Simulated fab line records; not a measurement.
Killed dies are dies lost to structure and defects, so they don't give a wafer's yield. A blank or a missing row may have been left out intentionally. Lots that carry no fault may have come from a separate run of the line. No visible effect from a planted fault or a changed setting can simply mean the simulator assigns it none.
Split-lot experiment    flow rit-cmos    23 wafers read across 5 lots, on a route 202 steps long

## ON THE SPLIT
At RIT_CONTACT_CVD_00 (deposits SiO2 from TEOS, target thk 400 nm, time 61 s), the setting time-s was moved away from the recipe's 61 s on 11 of the 23 wafers read, by -15.0% to +11.3%. For the rest of the wafers, this setting stayed at what the recipe calls for.

There is no step in the file separating the split from the reading.

## THE READING
CONTACT_TEOS_THK at RIT_CONTACT_THK_MEAS_01, in nm. Typical for fault-free wafers on this fab line: 401 nm, with standard deviation 5.1 nm.

wafer   tool, chamber at the split  time-s as run, s  against the recipe  CONTACT_TEOS_THK, nm  against lot-mates on the recipe
L074.1  pecvd-02, 0                 55.01             -9.8%               356                   -44
L074.2  pecvd-02, 2                 55.01             -9.8%               355                   -45
L074.3  pecvd-02, 1                 61                recipe              396                   -
L074.4  pecvd-02, 1                 61                recipe              402                   -
L074.5  pecvd-02, 0                 61                recipe              403                   -
L075.1  pecvd-01, 1                 67.88             +11.3%              443                   +40
L075.2  pecvd-01, 2                 67.88             +11.3%              440                   +37
L075.4  pecvd-01, 2                 67.88             +11.3%              445                   +42
L075.5  pecvd-01, 0,1               61                recipe              403                   -
L075.6  pecvd-01, 0,1               61                recipe              403                   -
L076.2  pecvd-04, 0                 61                recipe              402                   -
L076.3  pecvd-04, 2                 58.09             -4.8%               386                   -22
L076.4  pecvd-04, 1                 58.09             -4.8%               382                   -26
L076.5  pecvd-04, 0                 61                recipe              413                   -
L076.6  pecvd-04, 2                 58.09             -4.8%               391                   -16
L080.1  pecvd-02, 1                 61                recipe              407                   -
L080.2  pecvd-02, 2                 61                recipe              400                   -
L080.4  pecvd-02, 2                 61                recipe              407                   -
L084.1  pecvd-01, 0                 61                recipe              394                   -
L084.2  pecvd-01, 2                 51.86             -15.0%              335                   -62
L084.4  pecvd-01, 1                 61                recipe              401                   -
L084.5  pecvd-01, 0                 51.86             -15.0%              338                   -60
L084.6  pecvd-01, 2                 51.86             -15.0%              336                   -62
When a row names more than one chamber, that row covers several wafers, and the file does not tell which wafer ran in which chamber.

THE FIT
A straight line over all 23 wafers: CONTACT_TEOS_THK changes by +4.12 nm for each +1% of time-s; r = +0.99; the points scatter about the line by 5.3 nm.
The same after taking each lot's own level away (the mean of its wafers on the recipe; 23 wafers): +3.95 nm for each +1%; r = +0.99; scatter 3.8 nm.
The reading moves by 59 nm for the largest change in time-s, on that fit.
The lots' own levels span 397.5 to 407.5 nm, that is 2.0 times the standard deviation above.
Hence the lot-to-lot level has little effect on the slope; both slopes agree.
Check: for one of the wafers moved furthest among these (-15.0%), held out of the fit, the line's prediction against its lot-mates is -60.5 nm. Against them it came out at -62.5 nm.

## FURTHER SPLITS ON THESE WAFERS
Before the reading, these wafers also passed through other splits. Each is held against what the fit with the lots' levels taken away leaves over:
other split on the same wafers  wafers away from the commonest value  r with CONTACT_TEOS_THK (lot level and that fit taken away)
RIT_GATE_STRIP_20 o2-flow-sccm  8                                     +0.18
RIT_NLDD_COAT_01 spin-rpm       6                                     -0.32
RIT_NLDD_HARDBAKE_07 temp-c     8                                     +0.40
RIT_PLDD_SOFTBAKE_02 temp-c     10                                    +0.01
RIT_PLDD_IMPLANT_08 energy-kev  4                                     +0.14
RIT_PSD_COAT_01 spin-rpm        5                                     -0.02
RIT_PSD_IMPLANT_08 dose-cm2     8                                     +0.09
RIT_SILICIDE_SPUTTER_01 time-s  8                                     -0.25

## THE WHOLE CHAIN: every reading that the file lists as answering this split, in the file's order
step                     what it does                                           reading                                                                         change (the file's fit)               r (the file's)
RIT_CONTACT_CVD_00       deposits SiO2 from TEOS, target thk 400 nm, time 61 s  SiO2_of_CONTACT_CVD_00.thk-nm (the simulator's own value, which no gauge read)  +4.07 nm for each +1% of the setting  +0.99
RIT_CONTACT_THK_MEAS_01                                                         CONTACT_TEOS_THK                                                                +4.06 for each +1% of the setting     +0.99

## THE FILE'S OWN FIT
CONTACT_TEOS_THK changes by +4.06 nm for each +1% of time-s, r = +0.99.
